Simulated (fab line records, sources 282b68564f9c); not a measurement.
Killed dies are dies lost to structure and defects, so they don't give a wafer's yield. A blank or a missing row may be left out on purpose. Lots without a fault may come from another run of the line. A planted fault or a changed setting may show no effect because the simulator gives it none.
fab line records | flow rit_cmos
record lots=5 wafers=23
route steps=202 shown SPACER@130 PSD@150 SDANNEAL@155 NLDD@160 SILICIDE@162 CONTACT@171 M1@190
start_h: hours from the record's first day to the start of the lot's first wafer shown | wait_h: hours since the lot's step before | " the same as in the row above | L1.1+2: a row that stands for several wafers | - no value, or no start given | * or withheld: withheld | < > ~ a bound
route shown NAME@n: a module of which the file shows steps, and the number in the route of the first | usual: mean/standard deviation of fault-free wafers | same: alike in all rows | chamber/n: place in a boat | sites: the reading at each site | _std_site: their standard deviation | _edge_site: outer sites' mean less inner sites' | radius_mm: how far each site lies from the wafer's centre | mask NAME#n: copy n | behind: the tool/chamber that last shaped the wafer | hold: why the lot was held/for how many hours/how that ended | device: the transistor (n, p or np) that didn't switch | end of line: the same wafers' tests at the end of the route | a step without rows: its recipe alone | killed: dies lost to structure and defects at the first sort, not the wafer's yield | map: a wafer's dies, x killed, . not, _ none there
set.NAME: the setting as run; set.NAME@STEP: as run at that earlier step | model.NAME: the simulator's own value behind a step, which no gauge read
lots whose settings were changed on purpose; a table a step, a row a wafer
## steps
# step RIT_SPACER_ETCHBACK_05
# recipe target_depth_a=2500 SF6_flow_sccm=30 CHF3_flow_sccm=30 target=Si3N4 chemistry=SF6/CHF3 pressure_mtorr=40 rf_w=250 time_s=240 stop_on=SiO2
# usual oes_product_au=0.843/0.014
# columns lot.wafer tool chamber start_h wait_h set.time_s oes_product_au model.poly-Si_of_GATE_CVD_08.thk_nm model.Si3N4_of_SPACER_CVD_03.thk_nm
L074.1 rie_diel-02 3 47.93 0.1 240 0.853 167 199.2
L074.2 " 1 " " 240 0.849 165.3 198.8
L074.3 " 2 " " 210.9 0.937 175.3 205.5
L074.4 " 0 " " 210.9 0.949 174.8 206
L074.6 " 1 " " 240 0.846 164.8 196
L075.1 rie_diel-03 3 51.41 0.1 240 0.871 169.2 200.7
L075.2 " 0 " " 240 0.840 169.3 198.5
L075.4 " 1 " " 240 0.870 169.6 198.5
L075.5 " 2 " " 216.2 0.926 178.3 205.8
L075.6 " 3 " " 216.2 0.931 174.6 204.2
L078.1 rie_diel-02 3 67.11 0.1 240 0.837 165 194.3
L078.3 " 1 " " 240 0.833 163.1 195.1
L078.4 " 2 " " 240 0.840 164.9 196.5
L080.1 rie_diel-01 1 75.36 0.1 218 0.904 173.5 202.3
L080.2 " 0 " " 218 0.889 174.8 199.9
L080.3 " 3 " " 240 0.830 168.7 196.4
L080.4 " 2 " " 240 0.815 167.7 197.1
L080.6 " 0 " " 218 0.904 175.3 201.9
L084.1 rie_diel-01 2 95.38 0.1 240 0.815 169.3 197.1
L084.2 " 1 " " 240 0.839 168.3 197.5
L084.3 " 3 " " 240 0.836 170.2 199.8
L084.4 " 0 " " 240 0.836 169.1 196.3
L084.5 " 2 " " 240 0.833 170 199.8
# step RIT_PSD_IMPLANT_08
# recipe species=BF2 energy_kev=27 dose_cm2=5e+15 tilt_deg=7
# columns lot.wafer tool chamber start_h wait_h set.energy_kev
L074.1+2+3 implanter-04 0 50.78 0.1 27
L074.4+6 " 0 " " 27.65
L075.1+5 implanter-03 0 54.26 0.1 27.73
L075.2+4+6 " 0 " " 27
L078.1+3+4 implanter-04 0 69.87 0.1 27
L080.1+2+3 implanter-03 0 78.24 0.1 27.91
L080.4+6 " 0 " " 27
L084.1+3 implanter-04 0 98.29 0.1 27
L084.2+4+5 " 0 " " 26.53
# step RIT_PSD_STRIP_09
# recipe chemistry=O2 time_s=180 resist=NOVOLAK platen_temp_c=withheld power_w=500 pressure_mtorr=4000 o2_flow_sccm=4000
# step RIT_SDANNEAL_CLEAN_02
# recipe chemistry=SC2 mix=3:3:50 time_s=600 temp_c=75 dry=n2_spin
# step RIT_SDANNEAL_RTA_03
# recipe temp_c=1050 time_s=5 idle_temp_c=600 ramp_up_c_per_s=342 ramp_down_c_per_s=171 cool_to_c=600 ambient=N2
# step RIT_SDANNEAL_RS_MEAS_04
# recipe thk_meas_gauge=four-point-probe
# usual PSD_RS=115.95/0.28
# columns lot.wafer tool chamber start_h wait_h set.energy_kev@PSD_IMPLANT_08 PSD_RS[ohm/sq]
L074.1 film_metro-02 - 51.61 0.0 27 115.96
L074.2 " - " " 27 116.49
L074.3 " - " " 27 115.94
L074.4 " - " " 27.65 114.66
L074.6 " - " " 27.65 114.67
L075.1 film_metro-03 - 55.07 0.0 27.73 114.12
L075.2 " - " " 27 116.10
L075.4 " - " " 27 115.84
L075.5 " - " " 27.73 114.46
L075.6 " - " " 27 115.92
L078.1 film_metro-02 - 70.68 0.0 27 116.00
L078.3 " - " " 27 115.89
L078.4 " - " " 27 115.54
L080.1 film_metro-02 - 79.07 0.0 27.91 114.20
L080.2 " - " " 27.91 114.13
L080.3 " - " " 27.91 113.93
L080.4 " - " " 27 116.06
L080.6 " - " " 27 115.96
L084.1 film_metro-03 - 99.10 0.0 27 115.92
L084.2 " - " " 26.53 116.34
L084.3 " - " " 27 115.61
L084.4 " - " " 26.53 116.54
L084.5 " - " " 26.53 116.68
# step RIT_SDANNEAL_RS_MEAS_07
# recipe thk_meas_gauge=four-point-probe
# usual NLDD_RS=151.6/0.58
# columns lot.wafer tool chamber start_h wait_h set.dose_cm2@NLDD_IMPLANT_08 NLDD_RS[ohm/sq]
L074.1 film_metro-02 - 51.97 0.1 5.263e+14 144.9
L074.2 " - " " 5.263e+14 144.6
L074.3 " - " " 5.263e+14 144.8
L074.4 " - " " 5e+14 151.0
L074.6 " - " " 5e+14 151.6
L075.1 film_metro-03 - 55.43 0.1 5e+14 151.7
L075.2 " - " " 5e+14 151.7
L075.4 " - " " 5e+14 151.8
L075.5 " - " " 5e+14 151.8
L075.6 " - " " 5e+14 151.9
L078.1 film_metro-02 - 71.04 0.1 5e+14 150.6
L078.3 " - " " 5e+14 150.5
L078.4 " - " " 5e+14 151.1
L080.1 film_metro-02 - 79.43 0.1 5e+14 150.8
L080.2 " - " " 4.799e+14 155.3
L080.3 " - " " 4.799e+14 155.2
L080.4 " - " " 4.799e+14 155.6
L080.6 " - " " 5e+14 151.1
L084.1 film_metro-03 - 99.46 0.1 5e+14 152.1
L084.2 " - " " 5.257e+14 146.3
L084.3 " - " " 5e+14 152.0
L084.4 " - " " 5e+14 152.4
L084.5 " - " " 5.257e+14 146.4
# step RIT_SILICIDE_SPUTTER_01
# recipe material=Ti target_thk_nm=30 power_w=350 chamber_pressure_pa=0.667 gas=Ar time_s=240 substrate_temp_c=25
# columns lot.wafer tool chamber start_h wait_h set.time_s model.Ti_of_SILICIDE_SPUTTER_01.thk_nm
L074.1 pvd_sputter-02 - 52.11 0.0 230.7 28.54
L074.2 " - " " 230.7 28.27
L074.3 " - " " 240 29.58
L074.4 " - " " 240 29.48
L074.6 " - " " 240 29.57
L075.1 pvd_sputter-04 - 55.56 0.0 250 31.13
L075.2 " - " " 240 30.1
L075.4 " - " " 250 31.19
L075.5 " - " " 240 29.91
L075.6 " - " " 250 30.72
L078.1 pvd_sputter-02 - 71.17 0.0 240 29.84
L078.3 " - " " 240 30.23
L078.4 " - " " 240 29.91
L080.1 pvd_sputter-02 - 79.57 0.0 219.8 26.98
L080.2 " - " " 219.8 27.12
L080.3 " - " " 240 29.57
L080.4 " - " " 240 29.75
L080.6 " - " " 240 29.5
L084.1 pvd_sputter-02 - 99.59 0.0 206.7 25.27
L084.2 " - " " 206.7 25.47
L084.3 " - " " 240 29.44
L084.4 " - " " 240 29.91
L084.5 " - " " 206.7 25.66
# step RIT_SILICIDE_RS_MEAS_02
# recipe thk_meas_gauge=four-point-probe reads=Ti_of_SILICIDE_SPUTTER_01
# usual SILICIDE_TI_RS=48.2/0.51
# columns lot.wafer tool chamber start_h wait_h set.time_s@SILICIDE_SPUTTER_01 SILICIDE_TI_RS[ohm/sq]
L074.1 film_metro-02 - 52.26 0.1 230.7 51.0
L074.2 " - " " 230.7 51.5
L074.3 " - " " 240 48.7
L074.4 " - " " 240 49.0
L074.6 " - " " 240 48.7
L075.1 film_metro-04 - 55.71 0.1 250 45.8
L075.2 " - " " 240 47.8
L075.4 " - " " 250 45.6
L075.5 " - " " 240 48.1
L075.6 " - " " 250 46.6
L078.1 film_metro-04 - 71.32 0.1 240 48.3
L078.3 " - " " 240 47.4
L078.4 " - " " 240 48.1
L080.1 film_metro-03 - 79.72 0.1 219.8 54.9
L080.2 " - " " 219.8 54.5
L080.3 " - " " 240 48.8
L080.4 " - " " 240 48.5
L080.6 " - " " 240 49.0
L084.1 film_metro-02 - 99.74 0.1 206.7 59.3
L084.2 " - " " 206.7 58.9
L084.3 " - " " 240 48.9
L084.4 " - " " 240 48.1
L084.5 " - " " 206.7 58.1
# step RIT_SILICIDE_THK_MEAS_03
# recipe thk_meas_gauge=xrf reads=Ti_of_SILICIDE_SPUTTER_01
# usual SILICIDE_TI_THK=29.62/0.23
# columns lot.wafer tool chamber start_h wait_h set.time_s@SILICIDE_SPUTTER_01 SILICIDE_TI_THK[nm]
L074.1 film_metro-02 - 52.38 0.1 230.7 28.45
L074.2 " - " " 230.7 27.99
L074.3 " - " " 240 29.34
L074.4 " - " " 240 29.24
L074.6 " - " " 240 29.41
L075.1 film_metro-04 - 55.83 0.1 250 30.85
L075.2 " - " " 240 30.00
L075.4 " - " " 250 30.87
L075.5 " - " " 240 29.77
L075.6 " - " " 250 30.55
L078.1 film_metro-04 - 71.44 0.1 240 29.63
L078.3 " - " " 240 30.11
L078.4 " - " " 240 29.72
L080.1 film_metro-03 - 79.84 0.1 219.8 26.85
L080.2 " - " " 219.8 27.02
L080.3 " - " " 240 29.32
L080.4 " - " " 240 29.61
L080.6 " - " " 240 29.39
L084.1 film_metro-02 - 99.86 0.1 206.7 25.09
L084.2 " - " " 206.7 25.33
L084.3 " - " " 240 29.31
L084.4 " - " " 240 29.70
L084.5 " - " " 206.7 25.54
# step RIT_CONTACT_COAT_03
# recipe resist=NOVOLAK spin_rpm=3250 resist_thk_nm=1000
# columns lot.wafer tool chamber start_h wait_h set.resist_thk_nm model.NOVOLAK_of_CONTACT_COAT_03.thk_nm
L074.1 litho_track-04 0 52.90 0.1 1000 997.4
L074.2 " 0 " " 1038 1036
L074.3 " 0 " " 1038 1035
L074.4 " 0 " " 1000 1001
L074.6 " 0 " " 1038 1038
L075.1+4 litho_track-04 0 56.45 0.1 1000 1006
L075.2 " 0 " " 1000 1007
L075.5 " 0 " " 1054 1058
L075.6 " 0 " " 1054 1059
L078.1+3 litho_track-04 0 71.94 0.1 1000 1003
L078.4 " 0 " " 1000 1002
L080.1 litho_track-04 0 80.33 0.1 1000 1001
L080.2+4 " 0 " " 1000 1003
L080.3+6 " 0 " " 1000 1005
L084.1 litho_track-04 0 100.49 0.1 1000 1003
L084.2 " 0 " " 1017 1025
L084.3 " 0 " " 1017 1018
L084.4 " 0 " " 1017 1019
L084.5 " 0 " " 1000 1005
# step RIT_CONTACT_SOFTBAKE_04
# recipe resist=NOVOLAK temp_c=90 time_s=60
# step RIT_CONTACT_EXPOSE_05
# recipe mask_id=M11 na=0.6 source_shape=conventional sigma_outer=0.5 target_cd_nm=1000 dose_mj=250
# step RIT_CONTACT_PEB_06
# recipe resist=NOVOLAK temp_c=withheld time_s=withheld
# step RIT_CONTACT_DEVELOP_07
# recipe resist=NOVOLAK develop_time_s=120 dev_temp_c=23
# step RIT_CONTACT_CD_MEAS_08
# recipe target_cd_nm=1000
# usual cd_nm=1001.0/2.1
# columns lot.wafer tool chamber start_h wait_h set.resist_thk_nm@CONTACT_COAT_03 cd_nm
L074.1 cd_sem-01 - 53.79 - 1000 1003.8
L074.2 " - " " 1038 998.3
L074.3 " - " " 1038 998.5
L074.4 " - " " 1000 1001.5
L074.6 " - " " 1038 998.1
L075.1 cd_sem-01 - 57.38 - 1000 1003.2
L075.2 " - " " 1000 1002.6
L075.4 " - " " 1000 1005.1
L075.5 " - " " 1054 997.3
L075.6 " - " " 1054 999.8
L078.1 cd_sem-01 - 72.83 - 1000 999.3
L078.3 " - " " 1000 998.1
L078.4 " - " " 1000 999.0
L080.1 cd_sem-01 - 81.27 - 1000 1001.0
L080.2 " - " " 1000 1002.4
L080.3 " - " " 1000 1004.1
L080.4 " - " " 1000 1003.2
L080.6 " - " " 1000 1002.7
L084.1 cd_sem-01 - 101.31 - 1000 997.6
L084.2 " - " " 1017 994.5
L084.3 " - " " 1017 997.3
L084.4 " - " " 1017 996.4
L084.5 " - " " 1000 999.3
# step RIT_CONTACT_HARDBAKE_10
# recipe resist=NOVOLAK temp_c=140 time_s=60
# columns lot.wafer tool chamber start_h wait_h set.resist_thk_nm@CONTACT_COAT_03 model.NOVOLAK_of_CONTACT_COAT_03.thk_nm
L074.1 litho_track-01 0 53.98 0.1 1000 881.1
L074.2 " 0 " " 1038 915.3
L074.3 " 0 " " 1038 914.1
L074.4 " 0 " " 1000 884
L074.6 " 0 " " 1038 916.9
L075.1 litho_track-02 0 57.54 0.0 1000 888.4
L075.2 " 0 " " 1000 889.2
L075.4 " 0 " " 1000 888.3
L075.5 " 0 " " 1054 934.2
L075.6 " 0 " " 1054 935.3
L078.1 litho_track-02 0 72.99 0.0 1000 886.3
L078.3 " 0 " " 1000 886.1
L078.4 " 0 " " 1000 884.8
L080.1 litho_track-04 0 81.43 0.0 1000 883.8
L080.2 " 0 " " 1000 885.7
L080.3 " 0 " " 1000 887.5
L080.4 " 0 " " 1000 885.5
L080.6 " 0 " " 1000 888.1
L084.1 litho_track-01 0 101.46 0.0 1000 885.5
L084.2 " 0 " " 1017 905.1
L084.3 " 0 " " 1017 899.3
L084.4 " 0 " " 1017 900.1
L084.5 " 0 " " 1000 887.6
# step RIT_CONTACT_STRIP_12
# recipe chemistry=O2 time_s=180 resist=NOVOLAK platen_temp_c=withheld power_w=500 pressure_mtorr=4000 o2_flow_sccm=4000
# columns lot.wafer tool chamber start_h wait_h set.time_s
L074.1+2+3+4+6 plasma_asher-03 1,0,1,0,0 54.32 0.1 180
L075.1+6 plasma_asher-03 1,0 57.88 0.1 180
L075.2+4+5 " 0,1,1 " " 155.2
L078.1+3+4 plasma_asher-02 0,0,1 73.33 0.1 180
L080.1+2+3+4+6 plasma_asher-02 1,0,0,1,1 81.78 0.1 180
L084.1+2 plasma_asher-02 0,1 101.81 0.1 180
L084.3+4+5 " 1,0,0 " " 200.1
# step RIT_CONTACT_CD_MEAS_90
# recipe target_cd_nm=1000
# usual cd_nm=1001.0/2.2
# columns lot.wafer tool chamber start_h wait_h set.resist_thk_nm@CONTACT_COAT_03 cd_nm
L074.1 cd_sem-01 - 54.59 0.2 1000 1003.8
L074.2 " - " " 1038 998.1
L074.3 " - " " 1038 998.1
L074.4 " - " " 1000 1002.3
L074.6 " - " " 1038 998.2
L075.1 cd_sem-02 - 58.06 0.1 1000 1003.6
L075.2 " - " " 1000 1002.8
L075.4 " - " " 1000 1005.3
L075.5 " - " " 1054 996.9
L075.6 " - " " 1054 1000.0
L078.1 cd_sem-02 - 73.50 0.1 1000 999.0
L078.3 " - " " 1000 997.5
L078.4 " - " " 1000 998.6
L080.1 cd_sem-01 - 81.95 0.1 1000 1001.1
L080.2 " - " " 1000 1001.8
L080.3 " - " " 1000 1004.3
L080.4 " - " " 1000 1003.0
L080.6 " - " " 1000 1002.6
L084.1 cd_sem-01 - 101.98 0.1 1000 997.1
L084.2 " - " " 1017 993.7
L084.3 " - " " 1017 997.4
L084.4 " - " " 1017 996.0
L084.5 " - " " 1000 998.6
# step RIT_M1_EXPOSE_06
# recipe mask_id=M12 na=0.6 source_shape=conventional sigma_outer=0.5 target_cd_nm=2600 dose_mj=250
# columns lot.wafer tool chamber start_h wait_h mask set.dose_mj
L074.1+3 iline_stepper-02 0 56.20 0.1 M12#0 258.6
L074.2+4+6 " 0 " " M12#0 250
L075.1+2+6 iline_stepper-02 0 59.45 0.1 M12#0 263.7
L075.4+5 " 0 " " M12#0 250
L078.1+3+4 iline_stepper-02 0 74.90 0.1 M12#0 250
L080.1+3+4 iline_stepper-02 0 83.68 0.2 M12#0 265.3
L080.2+6 " 0 " " M12#0 250
L084.1+2+3+4+5 iline_stepper-01 0 103.52 0.2 M12#0 250
# step RIT_M1_DEVELOP_08
# recipe resist=NOVOLAK develop_time_s=68 dev_temp_c=23
# columns lot.wafer tool chamber start_h wait_h set.develop_time_s
L074.1+2+4 litho_track-03 0 - - 77.59
L074.3+6 " 0 " " 68
L075.1+2 litho_track-02 0 - - 68
L075.4+5+6 " 0 " " 64.54
L078.1+3+4 litho_track-03 0 - - 68
L080.1+2+4 litho_track-01 0 - - 68
L080.3+6 " 0 " " 76.46
L084.1+4 litho_track-02 0 - - 65.16
L084.2+3+5 " 0 " " 68
# step RIT_M1_CD_MEAS_09
# recipe target_cd_nm=2600
# usual cd_nm=2600.9/1.9
# columns lot.wafer tool chamber start_h wait_h set.dose_mj@M1_EXPOSE_06 set.develop_time_s@M1_DEVELOP_08 cd_nm
L074.1 cd_sem-01 - 56.84 - 258.6 77.59 2578.0
L074.2 " - " " 250 77.59 2591.2
L074.3 " - " " 258.6 68 2590.7
L074.4 " - " " 250 77.59 2589.7
L074.6 " - " " 250 68 2600.3
L075.1 cd_sem-02 - 59.88 - 263.7 68 2585.2
L075.2 " - " " 263.7 68 2584.5
L075.4 " - " " 250 64.54 2602.9
L075.5 " - " " 250 64.54 2604.2
L075.6 " - " " 263.7 64.54 2590.0
L078.1 cd_sem-01 - 75.33 - 250 68 2601.4
L078.3 " - " " 250 68 2602.3
L078.4 " - " " 250 68 2599.9
L080.1 cd_sem-01 - 84.11 - 265.3 68 2584.9
L080.2 " - " " 250 68 2599.0
L080.3 " - " " 265.3 76.46 2572.7
L080.4 " - " " 265.3 68 2582.3
L080.6 " - " " 250 76.46 2590.8
L084.1 cd_sem-01 - 103.95 - 250 65.16 2608.3
L084.2 " - " " 250 68 2604.4
L084.3 " - " " 250 68 2601.1
L084.4 " - " " 250 65.16 2606.1
L084.5 " - " " 250 68 2604.3
# step RIT_M1_HARDBAKE_11
# recipe resist=NOVOLAK temp_c=140 time_s=120
# step RIT_M1_METAL_ETCH_12
# recipe stop_on=SiO2 chemistry=Cl2/BCl3 target=Al time_s=165 over_etch_frac=0.5 pressure_mtorr=100 target_depth_a=6000 rf_w=250 Cl2_flow_sccm=60 bcl3_flow_sccm=50
# columns lot.wafer tool chamber start_h wait_h set.dose_mj@M1_EXPOSE_06 set.develop_time_s@M1_DEVELOP_08 model.M1.cd_nm
L074.1 rie_metal-01 1 57.40 0.2 258.6 77.59 2580
L074.2 " 0 " " 250 77.59 2591
L074.3 " 1 " " 258.6 68 2591
L074.4 " 0 " " 250 77.59 2589
L074.6 " 1 " " 250 68 2602
L075.1 rie_metal-04 1 60.29 0.2 263.7 68 2587
L075.2 " 0 " " 263.7 68 2586
L075.4 " 0 " " 250 64.54 2605
L075.5 " 1 " " 250 64.54 2606
L075.6 " 0 " " 263.7 64.54 2592
L078.1+3 rie_metal-04 1,0 75.74 0.2 250 68 2602
L078.4 " 1 " " 250 68 2601
L080.1+4 rie_metal-01 0,1 84.51 0.2 265.3 68 2583
L080.2 " 1 " " 250 68 2598
L080.3 " 0 " " 265.3 76.46 2570
L080.6 " 1 " " 250 76.46 2592
L084.1 rie_metal-04 1 104.36 0.2 250 65.16 2611
L084.2 " 0 " " 250 68 2605
L084.3 " 0 " " 250 68 2601
L084.4 " 1 " " 250 65.16 2608
L084.5 " 1 " " 250 68 2606
# step RIT_M1_STRIP_13
# recipe chemistry=nmp resist=NOVOLAK temp_c=80 time_s=600 dry=n2_spin
# step RIT_M1_STRIP_14
# recipe chemistry=O2 time_s=180 platen_temp_c=withheld power_w=500 pressure_mtorr=4000 o2_flow_sccm=4000
# step RIT_M1_CD_MEAS_90
# recipe target_cd_nm=2600
# usual cd_nm=2601.1/2.1
# columns lot.wafer tool chamber start_h wait_h set.dose_mj@M1_EXPOSE_06 set.develop_time_s@M1_DEVELOP_08 cd_nm
L074.1 cd_sem-01 - 57.91 0.1 258.6 77.59 2579.7
L074.2 " - " " 250 77.59 2590.6
L074.3 " - " " 258.6 68 2591.3
L074.4 " - " " 250 77.59 2588.8
L074.6 " - " " 250 68 2601.8
L075.1 cd_sem-02 - 60.81 0.1 263.7 68 2586.4
L075.2 " - " " 263.7 68 2585.6
L075.4 " - " " 250 64.54 2604.8
L075.5 " - " " 250 64.54 2605.8
L075.6 " - " " 263.7 64.54 2591.2
L078.1 cd_sem-01 - 76.25 0.1 250 68 2601.7
L078.3 " - " " 250 68 2601.9
L078.4 " - " " 250 68 2601.4
L080.1 cd_sem-02 - 85.23 0.1 265.3 68 2583.0
L080.2 " - " " 250 68 2597.7
L080.3 " - " " 265.3 76.46 2570.1
L080.4 " - " " 265.3 68 2583.2
L080.6 " - " " 250 76.46 2591.9
L084.1 cd_sem-02 - 104.87 0.1 250 65.16 2611.5
L084.2 " - " " 250 68 2604.3
L084.3 " - " " 250 68 2601.6
L084.4 " - " " 250 65.16 2608.1
L084.5 " - " " 250 68 2605.9
# step RIT_M1_PROBE_99
# usual killed_at_contacts=0.1/0.3 killed_at_front_end=7/3.1 killed_dies=7/3.1 killed_open=3.5/2.1 killed_short=3.4/2
# same gross_dies=264 killed_at_M0_to_M3=0 killed_at_M4_up=0 killed_at_back_side=0 killed_at_other=0
# columns lot.wafer tool chamber start_h wait_h set.time_s@SPACER_ETCHBACK_05 killed_at_contacts killed_at_front_end killed_dies killed_open killed_short model.etest.nplus_sal.width_nm model.etest.pplus_sal.width_nm
L074.1 prober-01 - 59.96 0.1 240 0 8 8 8 0 3420 3412
L074.2 prober-01 - 60.01 0.1 240 1 3 4 3 1 3417 3417
L074.3 prober-01 - 60.06 0.2 210.9 0 9 9 6 3 3334 3342
L074.4 prober-01 - 60.11 0.2 210.9 0 8 8 4 4 3329 3314
L074.6 prober-01 - 60.21 0.2 240 0 8 8 5 3 3426 3425
L075.1 prober-02 - 63.29 0.1 240 0 2 2 1 1 3423 3432
L075.2 prober-02 - 63.34 0.1 240 0 2 2 1 1 3438 3449
L075.4 prober-02 - 63.44 0.2 240 0 2 2 0 2 3450 3463
L075.5 prober-02 - 63.49 0.2 216.2 0 8 8 5 3 3374 3375
L075.6 prober-02 - 63.54 0.2 216.2 0 9 9 3 6 3405 3389
L078.1 prober-01 - 78.09 0.1 240 0 4 4 1 3 3445 3445
L078.3 prober-01 - 78.19 0.2 240 0 6 6 2 4 3444 3451
L078.4 prober-01 - 78.24 0.2 240 0 5 5 4 1 3440 3439
L080.1 prober-01 - 86.97 0.1 218 1 13 14 5 7 3406 3414
L080.2 prober-01 - 87.02 0.1 218 0 13 13 6 3 3432 3423
L080.3 prober-01 - 87.07 0.2 240 0 8 8 3 1 3440 3450
L080.4 prober-01 - 87.12 0.2 240 0 15 15 5 10 3440 3455
L080.6 prober-01 - 87.22 0.2 218 0 8 8 3 5 3398 3405
L084.1 prober-01 - 106.61 0.1 240 0 8 8 4 4 3452 3448
L084.2 prober-01 - 106.66 0.1 240 0 6 6 3 3 3439 3457
L084.3 prober-01 - 106.71 0.2 240 0 7 7 3 4 3435 3430
L084.4 prober-01 - 106.76 0.2 240 0 6 6 3 3 3447 3454
L084.5 prober-01 - 106.81 0.2 240 0 4 4 2 2 3439 3470
# killed by level:class
L074.1 GATE:geometric_particle:open=3 REOX:geometric_particle:open=2 SILICIDE:geometric_particle:open=2 FOX1:geometric_particle:open=1
L074.2 REOX:geometric_particle:open=2 GATE:geometric_particle:open=1 CONTACT:geometric_particle:short=1
L074.3 REOX:geometric_particle:open=4 GATE:geometric_particle:short=2 SILICIDE:geometric_particle:open=2 REOX:geometric_particle:short=1
L074.4 GATE:geometric_particle:open=2 GATE:geometric_particle:short=2 REOX:geometric_particle:open=2 REOX:geometric_particle:short=1 SPACER:geometric_particle:short=1
L074.6 GATE:geometric_particle:open=3 FOX1:geometric_particle:short=1 FOX2:geometric_particle:open=1 GATE:geometric_particle:short=1 REOX:geometric_particle:open=1 REOX:geometric_particle:short=1
L075.1 FOX2:geometric_particle:open=1 FOX2:geometric_particle:short=1
L075.2 GATE:geometric_particle:open=1 GATE:geometric_particle:short=1
L075.4 FOX2:geometric_particle:short=1 GATE:geometric_particle:short=1
L075.5 GATE:geometric_particle:open=2 FOX1:geometric_particle:short=1 FOX1:geometric_particle:open=1 FOX2:geometric_particle:open=1 GATE:geometric_particle:short=1 REOX:geometric_particle:short=1 SPACER:geometric_particle:open=1
L075.6 GATE:geometric_particle:short=2 GATE:geometric_particle:open=2 SILICIDE:geometric_particle:short=2 FOX1:geometric_particle:short=1 SPACER:geometric_particle:short=1 SILICIDE:geometric_particle:open=1
L078.1 GATE:geometric_particle:short=2 FOX1:geometric_particle:open=1 SPACER:geometric_particle:short=1
L078.3 REOX:geometric_particle:short=3 REOX:geometric_particle:open=2 SPACER:geometric_particle:short=1
L078.4 SPACER:geometric_particle:open=2 FOX1:geometric_particle:open=1 GATE:geometric_particle:short=1 REOX:geometric_particle:open=1
L080.1 REOX:geometric_particle:short=4 GATE:geometric_particle:open=2 GATE:geometric_particle:short=2 GATE:area_develop=2 FOX1:geometric_particle:open=1 SILICIDE:geometric_particle:open=1 SILICIDE:geometric_particle:short=1 CONTACT:geometric_particle:open=1
L080.2 GATE:area_develop=4 SILICIDE:geometric_particle:open=3 REOX:geometric_particle:open=2 GATE:geometric_particle:short=1 GATE:geometric_particle:open=1 SPACER:geometric_particle:short=1 SILICIDE:geometric_particle:short=1
L080.3 GATE:area_develop=4 REOX:geometric_particle:open=2 FOX1:geometric_particle:short=1 GATE:geometric_particle:open=1
L080.4 GATE:geometric_particle:short=4 FOX2:geometric_particle:short=3 GATE:geometric_particle:open=3 REOX:geometric_particle:open=2 FOX1:geometric_particle:short=1 REOX:geometric_particle:short=1 SPACER:geometric_particle:short=1
L080.6 FOX1:geometric_particle:short=2 GATE:geometric_particle:short=2 FOX1:geometric_particle:open=1 REOX:geometric_particle:short=1 REOX:geometric_particle:open=1 SILICIDE:geometric_particle:open=1
L084.1 SPACER:geometric_particle:short=2 SPACER:geometric_particle:open=2 FOX1:geometric_particle:open=1 FOX1:geometric_particle:short=1 GATE:geometric_particle:short=1 GATE:geometric_particle:open=1
L084.2 GATE:geometric_particle:short=2 SPACER:geometric_particle:open=2 SPACER:geometric_particle:short=1 SILICIDE:geometric_particle:open=1
L084.3 FOX1:geometric_particle:short=1 FOX2:geometric_particle:short=1 FOX2:geometric_particle:open=1 GATE:geometric_particle:short=1 GATE:geometric_particle:open=1 REOX:geometric_particle:open=1 SPACER:geometric_particle:short=1
L084.4 GATE:geometric_particle:open=2 FOX1:geometric_particle:open=1 FOX2:geometric_particle:short=1 GATE:geometric_particle:short=1 SILICIDE:geometric_particle:short=1
L084.5 GATE:geometric_particle:open=2 GATE:geometric_particle:short=1 REOX:geometric_particle:short=1
## key
split step=RIT_SPACER_ETCHBACK_05 setting=time_s stated=240 by=wafer
response step=RIT_SPACER_ETCHBACK_05 reading=oes_product_au change=-0.00762 per=1% r=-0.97
response step=RIT_SPACER_ETCHBACK_05 reading=model.poly-Si_of_GATE_CVD_08.thk_nm change=-0.728 per=1% r=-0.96
response step=RIT_SPACER_ETCHBACK_05 reading=model.Si3N4_of_SPACER_CVD_03.thk_nm change=-0.589 per=1% r=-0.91
response step=RIT_M1_PROBE_99 reading=model.etest.nplus_sal.width_nm change=+5.52 per=1% r=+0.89
response step=RIT_M1_PROBE_99 reading=model.etest.pplus_sal.width_nm change=+6.38 per=1% r=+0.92
split step=RIT_PSD_IMPLANT_08 setting=energy_kev stated=27 by=wafer
response step=RIT_SDANNEAL_RS_MEAS_04 reading=PSD_RS change=-0.576 per=1% r=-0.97
split step=RIT_SILICIDE_SPUTTER_01 setting=time_s stated=240 by=wafer
response step=RIT_SILICIDE_SPUTTER_01 reading=model.Ti_of_SILICIDE_SPUTTER_01.thk_nm change=+0.299 per=1% r=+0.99
response step=RIT_SILICIDE_RS_MEAS_02 reading=SILICIDE_TI_RS change=-0.71 per=1% r=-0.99
response step=RIT_SILICIDE_THK_MEAS_03 reading=SILICIDE_TI_THK change=+0.294 per=1% r=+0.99
split step=RIT_CONTACT_COAT_03 setting=resist_thk_nm stated=1000 by=wafer
response step=RIT_CONTACT_COAT_03 reading=model.NOVOLAK_of_CONTACT_COAT_03.thk_nm change=+9.81 per=1% r=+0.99
response step=RIT_CONTACT_CD_MEAS_08 reading=cd_nm change=-1.03 per=1% r=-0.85
response step=RIT_CONTACT_HARDBAKE_10 reading=model.NOVOLAK_of_CONTACT_COAT_03.thk_nm change=+8.59 per=1% r=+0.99
response step=RIT_CONTACT_CD_MEAS_90 reading=cd_nm change=-1.12 per=1% r=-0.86
split step=RIT_CONTACT_STRIP_12 setting=time_s stated=180 by=wafer
response none clear
split step=RIT_M1_EXPOSE_06 setting=dose_mj stated=250 by=wafer
response step=RIT_M1_CD_MEAS_09 reading=cd_nm slope=-2.76 per=1% together_with=develop_time_s@M1_DEVELOP_08 explained=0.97
response step=RIT_M1_METAL_ETCH_12 reading=model.M1.cd_nm slope=-2.8 per=1% together_with=develop_time_s@M1_DEVELOP_08 explained=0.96
response step=RIT_M1_CD_MEAS_90 reading=cd_nm slope=-2.84 per=1% together_with=develop_time_s@M1_DEVELOP_08 explained=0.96
split step=RIT_M1_DEVELOP_08 setting=develop_time_s stated=68 by=wafer
response step=RIT_M1_CD_MEAS_09 reading=cd_nm slope=-0.785 per=1% together_with=dose_mj@M1_EXPOSE_06 explained=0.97
response step=RIT_M1_METAL_ETCH_12 reading=model.M1.cd_nm slope=-0.813 per=1% together_with=dose_mj@M1_EXPOSE_06 explained=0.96
response step=RIT_M1_CD_MEAS_90 reading=cd_nm slope=-0.842 per=1% together_with=dose_mj@M1_EXPOSE_06 explained=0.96
split outside_this_file step=RIT_NLDD_IMPLANT_08 setting=dose_cm2
# split outside_this_file: this setting was split too, and the file shows its column; the key of that split is in another file
